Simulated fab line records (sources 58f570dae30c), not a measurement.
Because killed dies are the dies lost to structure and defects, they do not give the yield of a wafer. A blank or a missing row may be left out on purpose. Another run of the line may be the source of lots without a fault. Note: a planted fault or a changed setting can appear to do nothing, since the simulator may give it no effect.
The same fault as seen by 2 desks || flow berkeleyCmos170 || each desk has only its own numbers; what lay behind them comes last

THE METROLOGY DESK
What the gauges read, lot by lot, whatever tool the lot ran on: means of the sampled wafers that have a number. Any lot whose mean is over 4 standard deviations away from the usual mean is out of limits and marked OUT; that distance is given in the brackets.
Columns: A = SCREENOX_OXIDE_THK at UCB170_SCREENOX_THK_MEAS_02, usual 14.38 nm; B = GATE_OXIDE_THK at UCB170_GATE_THK_MEAS_02, usual 6.56 nm; C = NLDD_OVL at UCB170_NLDD_OVL_MEAS_07, usual -2 nm; D = SPACER_TEOS_THK at UCB170_SPACER_THK_MEAS_01, usual 376 nm
{"lot": "L409", "first seen here": "day 5 05:59", "A": 14.40, "B": 6.80, "C": -3, "D": 384}
{"lot": "L410", "first seen here": "day 5 06:00", "A": 14.21, "B": 6.66, "C": -9, "D": 374}
{"lot": "L411", "first seen here": "day 5 16:31", "A": 14.20, "B": 6.55, "C": 1, "D": 372}
{"lot": "L412", "first seen here": "day 5 16:31", "A": 14.21, "B": 6.32, "C": -3, "D": 373}
{"lot": "L415", "first seen here": "day 6 13:36", "A": 14.16, "B": 6.47, "C": -1, "D": 378}
{"lot": "L416", "first seen here": "day 6 13:39", "A": 14.53, "B": 6.47, "C": -1, "D": 383}
{"lot": "L418", "first seen here": "day 6 14:37", "A": 14.50, "B": 6.45, "C": -1, "D": 374}
{"lot": "L414", "first seen here": "day 6 14:38", "A": 14.74, "B": 6.38, "C": -2, "D": 377}
{"lot": "L420", "first seen here": "day 7 02:10", "A": 14.39, "B": 6.55, "C": -14, "D": 378}
{"lot": "L419", "first seen here": "day 7 03:40", "A": 14.88, "B": 6.72, "C": 3, "D": 377}
{"lot": "L422", "first seen here": "day 7 08:10", "A": 14.73, "B": 6.63, "C": 1, "D": 374}
{"lot": "L424", "first seen here": "day 8 10:23", "A": 14.64, "B": 6.53, "C": 7, "D": 375}
{"lot": "L426", "first seen here": "day 8 10:25", "A": 14.20, "B": 6.52, "C": -1, "D": "178 (-32) OUT"}
Finding of this desk: L426 out of limits, first seen on L426 at day 9 08:30 (SPACER_TEOS_THK at UCB170_SPACER_THK_MEAS_01). L409, L410, L411, L412, L415, L416, L418, L414, L420, L419, L422, L424 stayed within limits.

DESK OF THE TOOL OWNER: pecvd-04
The tool's own readings at UCB170_SPACER_CVD_00 (deposits SiO2 from TEOS/O2, target thk 376 nm, time 47 s): means of the sampled wafers that have a number, for each lot that ran on this tool. Any lot whose mean is over 4 standard deviations away from the usual mean is out of limits and marked OUT; that distance is given in the brackets.
Columns: A = heaterPowerW at UCB170_SPACER_CVD_00, usual 271 W
{"lot": "L409", "first seen here": "day 6 10:31", "A": 271}
{"lot": "L411", "first seen here": "day 6 18:14", "A": 231}
{"lot": "L414", "first seen here": "day 7 11:59", "A": 266}
{"lot": "L416", "first seen here": "day 7 12:54", "A": 271}
{"lot": "L420", "first seen here": "day 8 01:02", "A": 243}
{"lot": "L426", "first seen here": "day 9 08:26", "A": 300}
Result from this desk: across the 6 lots, nothing is out of limits.

BROUGHT TOGETHER
An alarm was possible from the metrology desk at day 9 08:30, on L426.
Nothing out of limits was seen by the tool owner's desk.
The tool owner's desk has L426 on record, within its limits.
Of the lots named, all ran UCB170_SPACER_CVD_00 on pecvd-04.

WHAT THE SIMULATOR HAD PUT IN
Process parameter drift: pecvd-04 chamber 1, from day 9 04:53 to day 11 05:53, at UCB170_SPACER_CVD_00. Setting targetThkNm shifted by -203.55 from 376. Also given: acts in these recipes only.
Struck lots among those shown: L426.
Hours from the fault's start to each desk's first reading out of limits: the metrology desk, 4.
